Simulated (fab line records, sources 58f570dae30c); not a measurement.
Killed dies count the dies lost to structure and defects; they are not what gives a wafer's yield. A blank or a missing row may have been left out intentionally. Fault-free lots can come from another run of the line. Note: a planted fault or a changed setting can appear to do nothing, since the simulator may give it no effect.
fab line records -- flow berkeley_cmos170
[record] lots = 14, wafers = 42, last_day = 12
route steps=331 shown ZERO@12 NWELL@17 ACTIVE@66
lots that met no fault: taken from a fault-free run of the same line
start_h: hours from the record's first day to the start of the lot's first wafer shown -- wait_h: how many hours have passed since the lot's step before this one -- " unchanged from the row above -- L1.1+2: a row that stands for several wafers -- - either no value or no given start -- * or withheld: withheld -- < > ~ a bound
route shown NAME@n: NAME is a module with steps in the file, n the number in the route of the first one -- usual: mean and standard deviation over wafers with no fault -- same: alike in all rows -- chamber/n: place in a boat -- sites: per-site readings -- _std_site: their standard deviation -- _edge_site: inner sites' mean taken away from outer sites' mean -- radius_mm: for every site, how far away it sits from the centre of the wafer -- mask NAME#n: copy n -- behind: the most recent tool/chamber to have shaped the wafer -- hold: the reason the lot was held/the length of the hold in hours/how it ended -- device: transistor that didn't switch, given as n, p or np -- end of line: the tests these same wafers got at the end of their route -- a step with no rows: only its recipe -- killed: at the first sort, the dies lost to defects and structure; wafer yield is something else -- map: dies across one wafer; x = killed, . = not, _ = none there
set.NAME: the setting the step ran with; set.NAME@STEP: the setting that earlier step ran with -- model.NAME: the simulator's own value behind a step, which no gauge read
one table for each step of the route and one row for each wafer, over a sample of lots
services: when a tool's chamber went out of use (start_h, in hours from the record's first day, below 0 if earlier), for how many hours, and the reason
[[steps]]
[step UCB170_ZERO_ETCH_06]
[recipe] chemistry = CHF3/CF4/Ar, target = SiO2, time_s = 12, pressure_mtorr = 100, rf_w = 500, CHF3_flow_sccm = 50, cf4_flow_sccm = 10, Ar_flow_sccm = 120, over_etch_frac = 1.58
[usual] chamber_pressure_mTorr = 99.99/0.093, drypump_motor_current_A = 5.7/0.42, oes_product_au = 0.615/0.012, rf_fwd_power_W = 490.8/2.5, throttle_valve_pct = 9.23/0.14
[same] over_etch_frac = 1.58
lot.wafer,tool,chamber,start_h,wait_h,chamber_pressure_mTorr,drypump_motor_current_A,oes_product_au,rf_fwd_power_W,rf_hours_counter_h,throttle_valve_pct
L913.2,rie_diel-03,1,29.82,-,99.99,5.5,0.607,493.4,1,9.06
L913.5,rie_diel-03,3,29.82,-,99.89,6.5,0.637,487.2,-,9.43
L913.6,rie_diel-03,2,29.82,-,99.87,5.6,0.616,486.6,-,9.23
L916.1,rie_diel-01,3,45.56,-,100.04,5.8,0.602,489.6,21,9.18
L916.4,rie_diel-01,2,45.56,-,99.85,6.0,0.601,492.5,-,9.18
L916.5,rie_diel-01,1,45.56,-,99.99,6.1,0.625,488.9,-,9.03
L917.3,rie_diel-03,1,52.13,-,100.10,5.5,0.612,494.4,2,9.08
L917.4,rie_diel-03,2,52.13,-,99.89,5.6,0.622,485.5,42,9.22
L917.6,rie_diel-03,1,52.13,-,99.94,5.5,0.608,492.5,-,9.06
L918.1,rie_diel-02,0,52.37,-,99.96,5.0,0.611,492.1,110,9.46
L918.2,rie_diel-02,3,52.37,-,100.05,5.9,0.622,489.2,95,9.13
L918.4,rie_diel-02,0,52.37,-,99.92,5.0,0.615,494.6,-,9.47
L922.4,rie_diel-01,0,63.25,-,99.95,5.3,0.620,494.8,0,9.17
L922.5,rie_diel-01,2,63.25,-,100.00,6.0,0.601,491.6,-,9.18
L922.6,rie_diel-01,1,63.25,-,99.97,6.1,0.634,489.2,-,9.03
L923.3,rie_diel-01,3,72.63,-,99.99,5.7,0.608,494.0,21,9.19
L923.4,rie_diel-01,2,72.63,-,99.95,6.0,0.599,493.0,96,9.20
L923.6,rie_diel-01,1,72.63,-,100.07,6.1,0.634,489.9,-,9.03
L924.3,rie_diel-03,0,75.67,-,99.85,5.1,0.625,490.9,65,9.46
L924.5,rie_diel-03,2,75.67,-,100.17,5.6,0.621,489.0,-,9.24
L924.6,rie_diel-03,1,75.67,-,100.07,5.5,0.611,490.0,-,9.06
L926.2,rie_diel-02,0,87.91,-,100.04,5.0,0.613,490.1,111,9.47
L926.3,rie_diel-02,2,87.91,-,99.93,6.2,0.602,496.6,161,9.30
L926.4,rie_diel-02,2,87.91,-,99.85,6.2,0.603,494.3,-,9.30
L928.1,rie_diel-01,2,94.53,-,99.97,6.0,0.598,493.3,97,9.20
L928.3,rie_diel-01,3,94.53,-,99.95,5.8,0.603,489.4,22,9.17
L928.4,rie_diel-01,0,94.53,-,100.02,5.3,0.614,494.1,-,9.15
L929.1,rie_diel-03,3,102.12,-,100.01,6.5,0.631,489.1,12,9.43
L929.5,rie_diel-03,1,102.12,-,100.00,5.5,0.612,493.3,-,9.07
L929.6,rie_diel-03,0,102.12,-,99.90,5.1,0.621,491.3,-,9.47
L930.3,rie_diel-03,2,109.32,-,100.04,5.6,0.618,484.9,44,9.23
L930.4,rie_diel-03,1,109.32,-,100.05,5.5,0.612,493.4,4,9.09
L930.5,rie_diel-03,0,109.32,-,100.16,5.1,0.622,493.5,-,9.46
L931.3,rie_diel-01,2,109.34,-,99.99,6.0,0.598,491.4,98,9.18
L931.4,rie_diel-01,1,109.34,-,100.01,6.0,0.628,488.6,37,9.04
L931.5,rie_diel-01,3,109.34,-,99.93,5.8,0.608,490.6,-,9.18
L934.2,rie_diel-02,0,126.39,-,100.06,5.0,0.619,494.9,114,9.45
L934.3,rie_diel-02,1,126.39,-,100.01,5.8,0.635,490.1,1,9.31
L934.4,rie_diel-02,3,126.39,-,100.02,5.9,0.626,488.2,-,9.12
L936.1,rie_diel-03,3,134.23,-,100.03,6.5,0.636,489.9,13,9.45
L936.2,rie_diel-03,0,134.23,-,99.94,5.1,0.621,491.7,67,9.48
L936.6,rie_diel-03,2,134.23,-,100.15,5.6,0.611,487.4,-,9.23
[step UCB170_NWELL_ANNEAL_03]
[recipe] temp_c = 1000, time_s = 900, ambient = N2
[usual] spike_tc_centre_C = 1003.4/1.1, spike_tc_load_C = 1025.9/1.1, spike_tc_source_C = 1023.4/2.6, zone_power_centre_pct = 46.1/1.9
lot.wafer,tool,chamber,start_h,wait_h,spike_tc_centre_C,spike_tc_load_C,spike_tc_source_C,zone_power_centre_pct
L913.2,furnace-01,0,44.35,11.8,1002.7,1025.5,1028.2,44.0
L913.5,furnace-01,0,44.35,11.8,1003.8,1025.5,1026.3,43.0
L913.6,furnace-01,0,44.35,11.8,1003.7,1028.0,1025.9,42.7
L916.1,furnace-02,0,55.91,2.3,1003.4,1026.6,1019.9,47.9
L916.4,furnace-02,0,55.91,2.3,1004.8,1024.0,1020.4,48.3
L916.5,furnace-02,0,55.91,2.3,1003.7,1026.3,1019.4,48.2
L917.3,furnace-04,0,61.66,3.1,1004.3,1025.0,1023.1,47.8
L917.4,furnace-04,0,61.66,3.1,1003.5,1027.6,1023.1,47.9
L917.6,furnace-04,0,61.66,3.1,1001.6,1027.6,1024.9,47.3
L918.1,furnace-04,0,61.66,3.1,1003.9,1028.1,1021.2,46.8
L918.2,furnace-04,0,61.66,3.1,1003.0,1026.7,1025.4,48.0
L918.4,furnace-04,0,61.66,3.1,1004.8,1025.6,1022.7,47.4
L922.4,furnace-01,0,73.02,3.8,1002.9,1025.5,1026.1,42.7
L922.5,furnace-01,0,73.02,3.8,1002.2,1025.7,1026.5,43.7
L922.6,furnace-01,0,73.02,3.8,1003.9,1027.0,1027.0,43.5
L923.3,furnace-04,-,82.18,5.0,-,-,-,-
L923.4,furnace-04,-,82.18,5.0,-,-,-,-
L923.6,furnace-04,-,82.18,5.0,-,-,-,-
L924.3,furnace-04,-,82.18,0.7,-,-,-,-
L924.5,furnace-04,-,82.18,0.7,-,-,-,-
L924.6,furnace-04,-,82.18,0.7,-,-,-,-
L926.2,furnace-04,0,97.79,3.5,1003.1,1025.6,1022.3,47.0
L926.3,furnace-04,0,97.79,3.5,1003.0,1026.1,1022.8,47.5
L926.4,furnace-04,0,97.79,3.5,1004.8,1026.1,1025.0,47.5
L928.1,furnace-01,0,105.02,4.5,1005.1,1025.1,1026.8,43.6
L928.3,furnace-01,0,105.02,4.5,1003.9,1026.1,1025.2,43.1
L928.4,furnace-01,0,105.02,4.5,1003.2,1024.7,1026.6,43.7
L929.1,furnace-01,0,113.37,3.9,1003.4,1026.7,1026.5,43.9
L929.5,furnace-01,0,113.37,3.9,1002.1,1025.6,1028.4,43.4
L929.6,furnace-01,0,113.37,3.9,1003.1,1027.7,1028.1,43.7
L930.3,furnace-04,0,121.82,6.3,1002.6,1026.5,1022.7,47.0
L930.4,furnace-04,0,121.82,6.3,1004.0,1026.4,1021.1,48.0
L930.5,furnace-04,0,121.82,6.3,1002.8,1027.5,1022.0,47.8
L931.3,furnace-04,0,121.82,6.3,1003.9,1027.1,1022.1,47.5
L931.4,furnace-04,0,121.82,6.3,1003.0,1026.6,1023.6,47.4
L931.5,furnace-04,0,121.82,6.3,1003.1,1025.2,1022.1,47.0
L934.2,furnace-02,0,135.64,3.8,1001.5,1027.8,1020.5,46.2
L934.3,furnace-02,0,135.64,3.8,1004.4,1023.7,1022.4,48.1
L934.4,furnace-02,0,135.64,3.8,1002.3,1024.1,1021.3,47.8
L936.1,furnace-02,0,142.39,2.4,1003.3,1024.4,1021.9,47.4
L936.2,furnace-02,0,142.39,2.4,1003.3,1026.1,1021.4,48.1
L936.6,furnace-02,0,142.39,2.4,1002.7,1024.2,1019.9,47.7
[step UCB170_NWELL_TW_MEAS_16]
[usual] NWELL_TW = 1238/17
lot.wafer,tool,chamber,start_h,wait_h,NWELL_TW
L913.2,film_metro-03,-,49.44,0.1,1217
L913.5,film_metro-03,-,49.44,0.1,1215
L913.6,film_metro-03,-,49.44,0.1,1209
L916.1,film_metro-03,-,60.98,0.1,1215
L916.4,film_metro-03,-,60.98,0.1,1213
L916.5,film_metro-03,-,60.98,0.1,1215
L917.3,film_metro-04,-,66.64,0.1,1257
L917.4,film_metro-04,-,66.64,0.1,1254
L917.6,film_metro-04,-,66.64,0.1,1255
L918.1,film_metro-03,-,66.90,0.1,1220
L918.2,film_metro-03,-,66.90,0.1,1211
L918.4,film_metro-03,-,66.90,0.1,1214
L922.4,film_metro-01,-,77.98,0.1,1251
L922.5,film_metro-01,-,77.98,0.1,1252
L922.6,film_metro-01,-,77.98,0.1,1248
L923.3,film_metro-04,-,87.64,0.1,1251
L923.4,film_metro-04,-,87.64,0.1,1257
L923.6,film_metro-04,-,87.64,0.1,1249
L924.3,film_metro-03,-,87.92,0.1,1224
L924.5,film_metro-03,-,87.92,0.1,1222
L924.6,film_metro-03,-,87.92,0.1,1221
L926.2,film_metro-03,-,102.79,0.1,1224
L926.3,film_metro-03,-,102.79,0.1,1235
L926.4,film_metro-03,-,102.79,0.1,1237
L928.1,film_metro-01,-,109.96,0.1,1246
L928.3,film_metro-01,-,109.96,0.1,1242
L928.4,film_metro-01,-,109.96,0.1,1246
L929.1,film_metro-01,-,118.02,0.1,1244
L929.5,film_metro-01,-,118.02,0.1,1239
L929.6,film_metro-01,-,118.02,0.1,1239
L930.3,film_metro-03,-,126.48,0.1,1220
L930.4,film_metro-03,-,126.48,0.1,1226
L930.5,film_metro-03,-,126.48,0.1,1215
L931.3,film_metro-04,-,126.54,0.1,1245
L931.4,film_metro-04,-,126.54,0.1,1243
L931.5,film_metro-04,-,126.54,0.1,1248
L934.2,film_metro-01,-,140.46,0.1,1250
L934.3,film_metro-01,-,140.46,0.1,1250
L934.4,film_metro-01,-,140.46,0.1,1250
L936.1,film_metro-04,-,147.47,0.1,1261
L936.2,film_metro-04,-,147.47,0.1,1262
L936.6,film_metro-04,-,147.47,0.1,1264
[step UCB170_ACTIVE_THK_MEAS_06]
[recipe] reads = Si3N4_of_ACTIVE_CVD_05
[usual] ACTIVE_NITRIDE_THK = 219.9/1.9
lot.wafer,tool,chamber,start_h,wait_h,ACTIVE_NITRIDE_THK[nm]
L913.2,film_metro-03,-,103.68,0.0,221.4
L913.5,film_metro-03,-,103.68,0.0,219.7
L913.6,film_metro-03,-,103.68,0.0,219.0
L916.1,film_metro-03,-,112.62,0.1,221.0
L916.4,film_metro-03,-,112.62,0.1,220.6
L916.5,film_metro-03,-,112.62,0.1,219.5
L918.1,film_metro-02,-,112.63,0.1,216.4
L918.2,film_metro-02,-,112.63,0.1,217.4
L918.4,film_metro-02,-,112.63,0.1,217.2
L917.3,film_metro-01,-,112.68,0.1,221.0
L917.4,film_metro-01,-,112.68,0.1,219.6
L917.6,film_metro-01,-,112.68,0.1,219.6
L922.4,film_metro-03,-,130.04,0.0,220.1
L922.5,film_metro-03,-,130.04,0.0,220.7
L922.6,film_metro-03,-,130.04,0.0,221.4
L926.2,film_metro-01,-,149.89,0.0,218.4
L926.3,film_metro-01,-,149.89,0.0,217.4
L926.4,film_metro-01,-,149.89,0.0,217.8
L928.1,film_metro-02,-,164.39,0.0,218.5
L928.3,film_metro-02,-,164.39,0.0,219.2
L928.4,film_metro-02,-,164.39,0.0,219.3
L929.1,film_metro-03,-,164.39,0.0,221.1
L929.5,film_metro-03,-,164.39,0.0,219.6
L929.6,film_metro-03,-,164.39,0.0,219.9
L930.3,film_metro-02,-,178.87,0.0,222.8
L930.4,film_metro-02,-,178.87,0.0,223.4
L930.5,film_metro-02,-,178.87,0.0,222.2
L931.3,film_metro-02,-,178.93,0.1,217.7
L931.4,film_metro-02,-,178.93,0.1,217.9
L931.5,film_metro-02,-,178.93,0.1,218.7
L934.2,film_metro-01,-,190.30,0.0,224.6
L934.3,film_metro-01,-,190.30,0.0,224.9
L934.4,film_metro-01,-,190.30,0.0,223.7
L936.1,film_metro-03,-,197.85,0.1,220.5
L936.2,film_metro-03,-,197.85,0.1,220.1
L936.6,film_metro-03,-,197.85,0.1,220.7
[[services]]
tool,chamber,start_h,hours,kind
rie_diel-01,3,21.85,7.1,repair
rie_diel-02,0,23.04,5.1,repair
rie_diel-02,2,25.78,28.2,repair
rie_diel-01,0,32.18,-,clean
rie_diel-01,0,32.18,23.2,scheduled_down
rie_diel-01,0,32.18,23.2,vent_cycle
furnace-01,-,32.56,4.4,pm
rie_diel-01,3,50.58,2.4,repair
furnace-02,-,82.81,3.1,pm
rie_diel-02,1,87.37,-,clean
rie_diel-02,1,87.37,19.5,scheduled_down
rie_diel-02,1,87.37,19.5,vent_cycle
rie_diel-01,1,93.75,3.1,repair
furnace-04,-,103.13,3.4,pm
rie_diel-02,2,106.89,-,clean
rie_diel-02,2,106.89,24.8,scheduled_down
rie_diel-02,2,106.89,24.8,vent_cycle
furnace-01,-,114.62,2.9,pm
rie_diel-01,1,115.62,2.8,repair
furnace-04,-,118.64,1.8,repair
furnace-01,-,119.04,5.1,pm
rie_diel-03,1,138.41,4.2,repair
[[key]]
[first_sign] step = UCB170_NWELL_ANNEAL_03, reading = tool_record, direction = missing
effect none on later readings
met_at UCB170_NWELL_ANNEAL_03
struck_lots L923,L924
later_rows_left_out L923.3,L923.4,L923.6,L924.3,L924.5,L924.6
sort_left_out L923.3,L923.4,L923.6,L924.3,L924.5,L924.6
tester_left_out L923,L924
not_acting_at UCB170_ZERO_ETCH_06,UCB170_NWELL_TW_MEAS_16,UCB170_ACTIVE_THK_MEAS_06
onset_between 61.66 82.18
[fault] kind = skipped_step_whole, tool = furnace-04, chamber = -, onset_h = 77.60, steps = UCB170_NWELL_ANNEAL_03, scope = struck_lots_only
// tester_left_out: of these lots the tester's yield and bins aren't shown, on N5 and GAA mostly nor the transistor test; their killed dies are dies lost to structure and defects alone, not to doping, threshold or leakage, so they don't give the yield
// sort_left_out: the simulated sort isn't trusted on such a fault, so these wafers' sort isn't shown, and their yield isn't known
// later_rows_left_out: the simulator's readings of these wafers behind a module that went badly wrong aren't trusted and aren't shown, but for the sort
